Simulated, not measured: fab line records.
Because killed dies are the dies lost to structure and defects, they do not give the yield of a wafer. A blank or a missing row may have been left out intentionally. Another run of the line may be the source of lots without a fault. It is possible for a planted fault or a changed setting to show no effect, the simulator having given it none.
fab line records	flow berkeley-cmos170
[record] lots = 5	wafers = 23
route steps=331 shown SPACER@171 PSD@183 BACKSIDE@202 SDANNEAL@204 SILICIDE@211 CONTACT@226 M1@238
start-h: start of the lot's first displayed wafer, in hours after the record's first day	wait-h: how many hours have passed since the lot's step before this one	" same as the row above	L1.1+2: a row that stands for several wafers	- value missing, or start not given	* or withheld: withheld	< > ~ a bound
route shown NAME@n: names a module that has steps shown in the file, with the first one's number in the route	usual: mean/standard deviation taken from wafers without a fault	same: alike in all rows	chamber/n: place in a boat	sites: the reading at each site	_std_site: the values' standard deviation	_edge_site: the outer-site mean with the inner-site mean subtracted	radius-mm: how far each site lies from the wafer's centre	mask NAME#n: copy n	behind: the most recent tool/chamber to have shaped the wafer	hold: cause of the lot's hold/its duration in hours/its outcome	device: whichever transistor did not switch (one of n, p or np)	end of line: the same wafers' tests at the end of the route	step lacking rows: just its recipe	killed: at the first sort, the dies lost to defects and structure; wafer yield is something else	map: shows each die of a wafer: x if killed, . if not, _ if none is there
set.NAME: the setting that was run; set.NAME@STEP: the one run at that earlier step	model.NAME: the simulator's own value behind a step, which no gauge read
lots where settings were altered on purpose, with a table for each step and a row for each wafer
[[steps]]
[step UCB170_SPACER_CVD_00]
[recipe] material = SiO2	target-thk-nm = 376	temp-c = 390	precursor = TEOS/O2	time-s = 47	rf-w = 550	pressure-mtorr = 9000
lot.wafer	tool	chamber	start-h	wait-h	set.time-s	model.SiO2_of_SPACER_CVD_00.thk-nm
L074.1	pecvd-01	1	159.85	0.0	47	382.5
L074.2	"	0	"	"	44.98	363.4
L074.4	"	2	"	"	44.98	368.1
L074.5	"	0	"	"	47	385.7
L074.6	"	1	"	"	44.98	368.2
L075.1	pecvd-04	0	159.85	0.0	47	368.4
L075.2	"	1	"	"	47	364.2
L075.3	"	2	"	"	47	370.1
L080.1	pecvd-04	2	189.34	0.0	47	370.1
L080.2	"	1	"	"	47	366.7
L080.3	"	0	"	"	43.13	341.1
L080.4	"	0	"	"	43.13	342.3
L080.5	"	1	"	"	43.13	344.2
L081.1	pecvd-03	2	189.57	0.0	40.3	315.7
L081.2	"	0	"	"	47	375.6
L081.4	"	1	"	"	40.3	327.2
L081.5	"	0	"	"	47	381.1
L081.6	"	2	"	"	47	380.4
L082.1	pecvd-01	0	206.93	0.0	47	378.4
L082.2	"	1	"	"	47	373.7
L082.3	"	2	"	"	47	378.8
L082.4	"	2	"	"	47	379.6
L082.6	"	1	"	"	47	384.7
[step UCB170_SPACER_THK_MEAS_01]
[recipe] reads = SiO2_of_SPACER_CVD_00
[usual] SPACER_TEOS_THK = 377/4.8
lot.wafer	tool	chamber	start-h	wait-h	set.time-s@SPACER_CVD_00	SPACER_TEOS_THK[nm]
L074.1	film-metro-03	-	159.90	0.0	47	383
L074.2	"	-	"	"	44.98	363
L074.4	"	-	"	"	44.98	368
L074.5	"	-	"	"	47	386
L074.6	"	-	"	"	44.98	368
L075.1	film-metro-01	-	159.90	0.0	47	368
L075.2	"	-	"	"	47	364
L075.3	"	-	"	"	47	370
L080.1	film-metro-04	-	189.38	0.0	47	370
L080.2	"	-	"	"	47	367
L080.3	"	-	"	"	43.13	341
L080.4	"	-	"	"	43.13	342
L080.5	"	-	"	"	43.13	344
L081.1	film-metro-01	-	189.61	0.0	40.3	316
L081.2	"	-	"	"	47	376
L081.4	"	-	"	"	40.3	327
L081.5	"	-	"	"	47	381
L081.6	"	-	"	"	47	381
L082.1	film-metro-04	-	206.98	0.0	47	379
L082.2	"	-	"	"	47	373
L082.3	"	-	"	"	47	379
L082.4	"	-	"	"	47	379
L082.6	"	-	"	"	47	384
[step UCB170_SPACER_ANNEAL_02]
[recipe] temp-c = 900	time-s = 1800	ambient = N2
[step UCB170_SPACER_ETCHBACK_03]
[recipe] stop-on = Si	target = SiO2	chemistry = CHF3/CF4/Ar	CHF3_flow_sccm = 50	cf4-flow-sccm = 10	Ar_flow_sccm = 120	pressure-mtorr = 200	rf-w = 500	target-depth-a = 3760	time-s = 100
[usual] oes-product-au = 0.902/0.015
lot.wafer	tool	chamber	start-h	wait-h	set.time-s@SPACER_CVD_00	oes-product-au
L074.1	rie-diel-03	3	164.49	0.0	47	0.910
L074.2	"	0	"	"	44.98	0.906
L074.4	"	1	"	"	44.98	0.876
L074.5	"	0	"	"	47	0.938
L074.6	"	1	"	"	44.98	0.875
L075.1	rie-diel-02	3	164.49	0.0	47	0.908
L075.2	"	1	"	"	47	0.886
L075.3	"	2	"	"	47	0.861
L080.1	rie-diel-04	0	197.82	0.0	47	0.897
L080.2	"	1	"	"	47	0.876
L080.3	"	3	"	"	43.13	0.842
L080.4	"	2	"	"	43.13	0.837
L080.5	"	1	"	"	43.13	0.841
L081.1	rie-diel-03	3	197.82	0.0	40.3	0.789
L081.2	"	0	"	"	47	0.937
L081.4	"	2	"	"	40.3	0.808
L081.5	"	3	"	"	47	0.909
L081.6	"	2	"	"	47	0.899
L082.1	rie-diel-03	3	212.11	0.0	47	0.895
L082.2	"	2	"	"	47	0.886
L082.3	"	1	"	"	47	0.887
L082.4	"	0	"	"	47	0.930
L082.6	"	0	"	"	47	0.936
[step UCB170_PSD_IMPLANT_08]
[recipe] species = B	dose-cm2 = 3e+15	energy-kev = 20	tilt-deg = 7
lot.wafer	tool	chamber	start-h	wait-h	set.dose-cm2
L075.1+2+3	implanter-04	0	165.56	0.0	3e+15
L074.1+2+6	implanter-01	0	165.68	0.0	3.131e+15
L074.4+5	"	0	"	"	3e+15
L080.1+2+3+4+5	implanter-02	0	198.89	0.0	3e+15
L081.1+4+6	implanter-04	0	199.05	0.0	3e+15
L081.2+5	"	0	"	"	3.059e+15
L082.1+2+3	implanter-01	0	214.27	0.0	3.074e+15
L082.4+6	"	0	"	"	3e+15
[step UCB170_PSD_STRIP_09]
[recipe] chemistry = O2	power-w = 400	pressure-mtorr = 3500	platen-temp-c = withheld	o2-flow-sccm = 400	overash-fraction = 0.5
[usual] strip-time-to-endpoint-s = 29.39/0.07
lot.wafer	tool	chamber	start-h	wait-h	set.dose-cm2@PSD_IMPLANT_08	strip-time-to-endpoint-s
L075.1	plasma-asher-02	1	165.71	0.1	3e+15	29.45
L075.2	"	0	"	"	3e+15	29.34
L075.3	"	1	"	"	3e+15	29.33
L074.1	plasma-asher-04	0	165.83	0.1	3.131e+15	29.79
L074.2	"	1	"	"	3.131e+15	29.73
L074.4	"	0	"	"	3e+15	29.22
L074.5	"	0	"	"	3e+15	29.22
L074.6	"	1	"	"	3.131e+15	29.73
L080.1	plasma-asher-04	0	199.04	0.1	3e+15	29.44
L080.2	"	1	"	"	3e+15	29.44
L080.3	"	1	"	"	3e+15	29.49
L080.4	"	0	"	"	3e+15	29.42
L080.5	"	0	"	"	3e+15	29.51
L081.1	plasma-asher-02	1	199.20	0.1	3e+15	29.41
L081.2	"	0	"	"	3.059e+15	29.61
L081.4	"	0	"	"	3e+15	29.33
L081.5	"	1	"	"	3.059e+15	29.54
L081.6	"	0	"	"	3e+15	29.42
L082.1	plasma-asher-04	1	214.42	0.1	3.074e+15	29.68
L082.2	"	0	"	"	3.074e+15	29.62
L082.3	"	0	"	"	3.074e+15	29.62
L082.4	"	1	"	"	3e+15	29.32
L082.6	"	1	"	"	3e+15	29.48
[step UCB170_BACKSIDE_STRIP_03]
[recipe] chemistry = O2	power-w = 400	pressure-mtorr = 3500	platen-temp-c = withheld	o2-flow-sccm = 400	overash-fraction = 0.5
[usual] oes-product-au = 0.734/0.0044	strip-time-to-endpoint-s = 21.97/0.056
lot.wafer	tool	chamber	start-h	wait-h	set.power-w	oes-product-au	strip-time-to-endpoint-s
L075.1	plasma-asher-04	0	168.33	0.1	400	0.734	22.01
L075.2	"	1	"	"	400	0.735	22.00
L075.3	"	0	"	"	400	0.738	21.99
L074.1	plasma-asher-02	1	168.48	0.1	369.7	0.702	23.26
L074.2	"	0	"	"	369.7	0.703	23.25
L074.4	"	0	"	"	369.7	0.697	23.23
L074.5	"	1	"	"	400	0.730	21.90
L074.6	"	0	"	"	400	0.738	21.90
L081.1	plasma-asher-04	0	203.05	0.1	400	0.732	21.90
L081.2	"	1	"	"	400	0.729	21.94
L081.4	"	0	"	"	400	0.737	21.92
L081.5	"	0	"	"	379.7	0.710	22.89
L081.6	"	1	"	"	379.7	0.720	22.84
L080.1	plasma-asher-04	1	203.98	0.1	377.3	0.713	22.93
L080.2	"	0	"	"	400	0.736	21.94
L080.3	"	1	"	"	377.3	0.710	22.92
L080.4	"	0	"	"	377.3	0.711	22.93
L080.5	"	0	"	"	400	0.737	21.92
L082.1	plasma-asher-02	1	222.54	0.1	362.9	0.696	23.73
L082.2	"	0	"	"	362.9	0.706	23.63
L082.3	"	0	"	"	400	0.735	22.07
L082.4	"	1	"	"	362.9	0.697	23.81
L082.6	"	1	"	"	400	0.732	22.06
[step UCB170_BACKSIDE_CLEAN_04]
[recipe] chemistry = SPM	temp-c = 120	time-s = 600
[step UCB170_SDANNEAL_RTA_00]
[recipe] temp-c = 900	time-s = 10	ambient = N2
[step UCB170_SDANNEAL_RTA_01]
[recipe] temp-c = 1050	time-s = 5	ambient = N2
[step UCB170_SDANNEAL_RS_MEAS_02]
[recipe] thk-meas-gauge = four-point-probe
[usual] PSD_RS = 75.44/0.24
lot.wafer	tool	chamber	start-h	wait-h	set.dose-cm2@PSD_IMPLANT_08	PSD_RS[ohm/sq]
L075.1	film-metro-03	-	168.73	0.0	3e+15	74.96
L075.2	"	-	"	"	3e+15	75.32
L075.3	"	-	"	"	3e+15	75.69
L074.1	film-metro-02	-	168.88	0.0	3.131e+15	72.85
L074.2	"	-	"	"	3.131e+15	73.15
L074.4	"	-	"	"	3e+15	75.63
L074.5	"	-	"	"	3e+15	75.44
L074.6	"	-	"	"	3.131e+15	73.16
L081.1	film-metro-03	-	203.45	0.0	3e+15	75.22
L081.2	"	-	"	"	3.059e+15	74.17
L081.4	"	-	"	"	3e+15	75.23
L081.5	"	-	"	"	3.059e+15	74.37
L081.6	"	-	"	"	3e+15	75.40
L080.1	film-metro-04	-	204.38	0.0	3e+15	75.53
L080.2	"	-	"	"	3e+15	75.46
L080.3	"	-	"	"	3e+15	74.97
L080.4	"	-	"	"	3e+15	74.99
L080.5	"	-	"	"	3e+15	75.33
L082.1	film-metro-02	-	222.94	0.0	3.074e+15	74.19
L082.2	"	-	"	"	3.074e+15	74.27
L082.3	"	-	"	"	3.074e+15	74.23
L082.4	"	-	"	"	3e+15	75.67
L082.6	"	-	"	"	3e+15	75.33
[step UCB170_SILICIDE_SPUTTER_01]
[recipe] material = Ti	target-thk-nm = 30	time-s = 25	power-w = 1500	chamber-pressure-pa = 0.5
lot.wafer	tool	chamber	start-h	wait-h	set.time-s	model.Ti_of_SILICIDE_SPUTTER_01.thk-nm
L075.1	pvd-sputter-02	-	169.28	0.0	25	29.92
L075.2	"	-	"	"	25	29.77
L075.3	"	-	"	"	25	29.88
L074.1	pvd-sputter-04	-	169.43	0.0	25	30.38
L074.2	"	-	"	"	25	30.39
L074.4	"	-	"	"	25	30.31
L074.5	"	-	"	"	25	30.46
L074.6	"	-	"	"	25	30.52
L081.1	pvd-sputter-02	-	204.00	0.0	21.26	25.66
L081.2	"	-	"	"	21.26	25.31
L081.4	"	-	"	"	25	29.92
L081.5	"	-	"	"	25	30.01
L081.6	"	-	"	"	21.26	25.44
L080.1+2	pvd-sputter-04	-	204.92	0.0	22.93	27.44
L080.3	"	-	"	"	25	29.83
L080.4	"	-	"	"	25	29.95
L080.5	"	-	"	"	22.93	27.27
L082.1	pvd-sputter-04	-	223.49	0.0	25	30.66
L082.2+4	"	-	"	"	25	30.5
L082.3	"	-	"	"	25	30.29
L082.6	"	-	"	"	25	30.37
[step UCB170_SILICIDE_RS_MEAS_02]
[recipe] thk-meas-gauge = four-point-probe	reads = Ti_of_SILICIDE_SPUTTER_01
[usual] SILICIDE_TI_RS = 26.2/0.37
lot.wafer	tool	chamber	start-h	wait-h	set.time-s@SILICIDE_SPUTTER_01	SILICIDE_TI_RS[ohm/sq]
L075.1	film-metro-04	-	169.31	0.0	25	26.1
L075.2	"	-	"	"	25	26.3
L075.3	"	-	"	"	25	26.2
L074.1	film-metro-02	-	169.46	0.0	25	25.7
L074.2	"	-	"	"	25	25.7
L074.4	"	-	"	"	25	25.7
L074.5	"	-	"	"	25	25.6
L074.6	"	-	"	"	25	25.5
L081.1	film-metro-04	-	204.03	0.0	21.26	31.4
L081.2	"	-	"	"	21.26	31.9
L081.4	"	-	"	"	25	26.2
L081.5	"	-	"	"	25	26.1
L081.6	"	-	"	"	21.26	31.8
L080.1	film-metro-04	-	204.98	0.0	22.93	29.0
L080.2	"	-	"	"	22.93	29.0
L080.3	"	-	"	"	25	26.3
L080.4	"	-	"	"	25	26.2
L080.5	"	-	"	"	22.93	29.3
L082.1	film-metro-02	-	223.52	0.0	25	25.4
L082.2	"	-	"	"	25	25.5
L082.3	"	-	"	"	25	25.8
L082.4	"	-	"	"	25	25.6
L082.6	"	-	"	"	25	25.7
[step UCB170_SILICIDE_THK_MEAS_03]
[recipe] thk-meas-gauge = xrf	reads = Ti_of_SILICIDE_SPUTTER_01
[usual] SILICIDE_TI_THK = 30.1/0.35
lot.wafer	tool	chamber	start-h	wait-h	set.time-s@SILICIDE_SPUTTER_01	SILICIDE_TI_THK[nm]
L075.1	film-metro-04	-	169.43	0.1	25	30.2
L075.2	"	-	"	"	25	29.9
L075.3	"	-	"	"	25	30.0
L074.1	film-metro-02	-	169.58	0.1	25	30.4
L074.2	"	-	"	"	25	30.5
L074.4	"	-	"	"	25	30.4
L074.5	"	-	"	"	25	30.5
L074.6	"	-	"	"	25	30.5
L081.1	film-metro-04	-	204.15	0.1	21.26	25.8
L081.2	"	-	"	"	21.26	25.4
L081.4	"	-	"	"	25	30.1
L081.5	"	-	"	"	25	30.2
L081.6	"	-	"	"	21.26	25.6
L080.1	film-metro-04	-	205.10	0.1	22.93	27.8
L080.2	"	-	"	"	22.93	27.6
L080.3	"	-	"	"	25	30.0
L080.4	"	-	"	"	25	30.2
L080.5	"	-	"	"	22.93	27.4
L082.1	film-metro-02	-	223.64	0.1	25	30.9
L082.2	"	-	"	"	25	30.5
L082.3	"	-	"	"	25	30.3
L082.4	"	-	"	"	25	30.7
L082.6	"	-	"	"	25	30.5
[step UCB170_CONTACT_COAT_10]
[recipe] resist = KrF	spin-rpm = 1500	resist-thk-nm = 900
lot.wafer	tool	chamber	start-h	wait-h	set.resist-thk-nm	model.KrF_of_CONTACT_COAT_10.thk-nm
L075.1	litho-track-03	0	-	-	900	898
L075.2	"	0	"	"	900	898.1
L075.3	"	0	"	"	900	896.6
L074.1	litho-track-02	0	-	-	900	901.1
L074.2	"	0	"	"	876.5	877.9
L074.4	"	0	"	"	876.5	879.7
L074.5	"	0	"	"	876.5	876.4
L074.6	"	0	"	"	900	903
L081.1	litho-track-04	0	-	-	900	901.8
L081.2	"	0	"	"	852.9	852.4
L081.4	"	0	"	"	852.9	851.9
L081.5+6	"	0	"	"	900	900.3
L080.1	litho-track-02	0	-	-	900	901.4
L080.2	"	0	"	"	852.9	856.3
L080.3	"	0	"	"	852.9	853.5
L080.4	"	0	"	"	900	900.7
L080.5	"	0	"	"	900	900.8
L082.1	litho-track-02	0	-	-	900	901.8
L082.2	"	0	"	"	900	898.7
L082.3	"	0	"	"	900	902.9
L082.4	"	0	"	"	900	899.1
L082.6	"	0	"	"	900	900.1
[step UCB170_CONTACT_SOFTBAKE_11]
[recipe] resist = KrF	temp-c = 130	time-s = 60
[step UCB170_CONTACT_EXPOSE_12]
[recipe] mask-id = CONT	target-cd-nm = 700	na = 0.5	sigma-outer = 0.6	source-shape = conventional	dose-mj = 35
[step UCB170_CONTACT_ETCH_17]
[recipe] chemistry = N2/H2	target-depth-a = withheld	overetch-a = withheld	target = BARC	time-s = withheld	source-w = 500	bias-w = 100	pressure-mtorr = 30	n2-flow-sccm = 100	h2-flow-sccm = 200
[step UCB170_CONTACT_ETCH_18]
[recipe] chemistry = CHF3/CF4/Ar	target = PSG	stop-on = TiSi2	CHF3_flow_sccm = 45	cf4-flow-sccm = 15	Ar_flow_sccm = 150	pressure-mtorr = 200	rf-w = 700	target-depth-a = 8400	over-etch-frac = 0.2	time-s = 195
lot.wafer	tool	chamber	start-h	wait-h	set.resist-thk-nm@CONTACT_COAT_10	model.KrF_of_CONTACT_COAT_10.thk-nm
L075.1	rie-diel-01	0	-	-	900	689.9
L075.2	"	1	"	"	900	688.9
L075.3	"	2	"	"	900	688.4
L074.1	rie-diel-02	1	-	-	900	693.2
L074.2	"	3	"	"	876.5	671.2
L074.4	"	0	"	"	876.5	673.1
L074.5	"	1	"	"	876.5	668.9
L074.6	"	2	"	"	900	696
L081.1	rie-diel-01	0	-	-	900	694.6
L081.2	"	1	"	"	852.9	642.7
L081.4	"	2	"	"	852.9	643
L081.5	"	3	"	"	900	692.3
L081.6	"	2	"	"	900	694.3
L080.1	rie-diel-02	1	-	-	900	695.6
L080.2	"	2	"	"	852.9	652.4
L080.3	"	0	"	"	852.9	647.7
L080.4	"	3	"	"	900	695.8
L080.5	"	0	"	"	900	694.8
L082.1+6	rie-diel-02	1,0	-	-	900	693.2
L082.2	"	0	"	"	900	689.7
L082.3	"	2	"	"	900	694.3
L082.4	"	3	"	"	900	692.7
[step UCB170_M1_SPUTTER_00]
[recipe] material = Al	target-thk-nm = 600	time-s = 80	power-w = 6000	chamber-pressure-pa = 0.5
lot.wafer	tool	chamber	start-h	wait-h	set.time-s	model.Al_of_M1_SPUTTER_00.thk-nm
L075.1	pvd-sputter-02	-	174.87	0.0	80	599
L075.2	"	-	"	"	80	601.1
L075.3	"	-	"	"	80	597.8
L074.1	pvd-sputter-04	-	175.65	0.0	71.16	532.4
L074.2	"	-	"	"	80	597.2
L074.4	"	-	"	"	71.16	528.7
L074.5	"	-	"	"	80	595.5
L074.6	"	-	"	"	71.16	533.3
L081.1	pvd-sputter-02	-	208.88	0.0	84.81	645.5
L081.2	"	-	"	"	80	608.8
L081.4	"	-	"	"	84.81	641.3
L081.5	"	-	"	"	80	608.2
L081.6	"	-	"	"	80	606.8
L080.1	pvd-sputter-02	-	210.47	0.0	83.98	625
L080.2	"	-	"	"	80	598.9
L080.3	"	-	"	"	80	592.1
L080.4	"	-	"	"	83.98	629.5
L080.5	"	-	"	"	80	593.6
L082.1	pvd-sputter-02	-	230.87	0.0	72.01	530.3
L082.2	"	-	"	"	80	599.9
L082.3	"	-	"	"	80	595
L082.4	"	-	"	"	72.01	535.3
L082.6	"	-	"	"	72.01	532.7
[step UCB170_M1_RS_MEAS_01]
[recipe] thk-meas-gauge = four-point-probe	reads = Al_of_M1_SPUTTER_00
[usual] M1_AL_RS = 0.0485/0.00045
lot.wafer	tool	chamber	start-h	wait-h	set.time-s@M1_SPUTTER_00	M1_AL_RS[ohm/sq]
L075.1	film-metro-04	-	174.93	0.0	80	0.0485
L075.2	"	-	"	"	80	0.0484
L075.3	"	-	"	"	80	0.0487
L074.1	film-metro-03	-	175.71	0.0	71.16	0.0548
L074.2	"	-	"	"	80	0.0488
L074.4	"	-	"	"	71.16	0.0552
L074.5	"	-	"	"	80	0.0489
L074.6	"	-	"	"	71.16	0.0547
L081.1	film-metro-04	-	208.95	0.0	84.81	0.0450
L081.2	"	-	"	"	80	0.0479
L081.4	"	-	"	"	84.81	0.0454
L081.5	"	-	"	"	80	0.0478
L081.6	"	-	"	"	80	0.0479
L080.1	film-metro-02	-	210.54	0.0	83.98	0.0465
L080.2	"	-	"	"	80	0.0485
L080.3	"	-	"	"	80	0.0491
L080.4	"	-	"	"	83.98	0.0461
L080.5	"	-	"	"	80	0.0490
L082.1	film-metro-04	-	230.94	0.0	72.01	0.0550
L082.2	"	-	"	"	80	0.0484
L082.3	"	-	"	"	80	0.0489
L082.4	"	-	"	"	72.01	0.0545
L082.6	"	-	"	"	72.01	0.0548
[step UCB170_M1_THK_MEAS_02]
[recipe] thk-meas-gauge = xrf	reads = Al_of_M1_SPUTTER_00
[usual] M1_AL_THK = 594/6
lot.wafer	tool	chamber	start-h	wait-h	set.time-s@M1_SPUTTER_00	M1_AL_THK[nm]
L075.1	film-metro-04	-	175.05	0.1	80	595
L075.2	"	-	"	"	80	595
L075.3	"	-	"	"	80	593
L074.1	film-metro-03	-	175.83	0.1	71.16	524
L074.2	"	-	"	"	80	588
L074.4	"	-	"	"	71.16	520
L074.5	"	-	"	"	80	588
L074.6	"	-	"	"	71.16	528
L081.1	film-metro-04	-	209.07	0.1	84.81	639
L081.2	"	-	"	"	80	603
L081.4	"	-	"	"	84.81	636
L081.5	"	-	"	"	80	601
L081.6	"	-	"	"	80	606
L080.1	film-metro-02	-	210.66	0.1	83.98	621
L080.2	"	-	"	"	80	593
L080.3	"	-	"	"	80	587
L080.4	"	-	"	"	83.98	623
L080.5	"	-	"	"	80	591
L082.1	film-metro-04	-	231.06	0.1	72.01	531
L082.2	"	-	"	"	80	597
L082.3	"	-	"	"	80	596
L082.4	"	-	"	"	72.01	533
L082.6	"	-	"	"	72.01	531
[[key]]
[split] step = UCB170_SPACER_CVD_00	setting = time-s	stated = 47	by = wafer
[response] step = UCB170_SPACER_CVD_00	reading = model.SiO2_of_SPACER_CVD_00.thk-nm	change = +3.83	per = 1%	r = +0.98
[response] step = UCB170_SPACER_THK_MEAS_01	reading = SPACER_TEOS_THK	change = +3.83	per = 1%	r = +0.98
[response] step = UCB170_SPACER_ETCHBACK_03	reading = oes-product-au	change = +0.00761	per = 1%	r = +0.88
[split] step = UCB170_PSD_IMPLANT_08	setting = dose-cm2	stated = 3e+15	by = wafer
[response] step = UCB170_PSD_STRIP_09	reading = strip-time-to-endpoint-s	change = *	per = 1%	r = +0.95
[response] step = UCB170_SDANNEAL_RS_MEAS_02	reading = PSD_RS	change = -0.549	per = 1%	r = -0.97
[split] step = UCB170_BACKSIDE_STRIP_03	setting = power-w	stated = 400	by = wafer
[response] step = UCB170_BACKSIDE_STRIP_03	reading = oes-product-au	change = +0.00396	per = 1%	r = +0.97
[response] step = UCB170_BACKSIDE_STRIP_03	reading = strip-time-to-endpoint-s	change = *	per = 1%	r = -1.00
[split] step = UCB170_SILICIDE_SPUTTER_01	setting = time-s	stated = 25	by = wafer
[response] step = UCB170_SILICIDE_SPUTTER_01	reading = model.Ti_of_SILICIDE_SPUTTER_01.thk-nm	change = +0.301	per = 1%	r = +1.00
[response] step = UCB170_SILICIDE_RS_MEAS_02	reading = SILICIDE_TI_RS	change = -0.365	per = 1%	r = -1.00
[response] step = UCB170_SILICIDE_THK_MEAS_03	reading = SILICIDE_TI_THK	change = +0.305	per = 1%	r = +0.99
[split] step = UCB170_CONTACT_COAT_10	setting = resist-thk-nm	stated = 900	by = wafer
[response] step = UCB170_CONTACT_COAT_10	reading = model.KrF_of_CONTACT_COAT_10.thk-nm	change = +9.07	per = 1%	r = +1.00
[response] step = UCB170_CONTACT_ETCH_18	reading = model.KrF_of_CONTACT_COAT_10.thk-nm	change = +9.17	per = 1%	r = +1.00
[split] step = UCB170_M1_SPUTTER_00	setting = time-s	stated = 80	by = wafer
[response] step = UCB170_M1_SPUTTER_00	reading = model.Al_of_M1_SPUTTER_00.thk-nm	change = +6.15	per = 1%	r = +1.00
[response] step = UCB170_M1_RS_MEAS_01	reading = M1_AL_RS	change = -0.000553	per = 1%	r = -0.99
[response] step = UCB170_M1_THK_MEAS_02	reading = M1_AL_THK	change = +6.07	per = 1%	r = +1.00
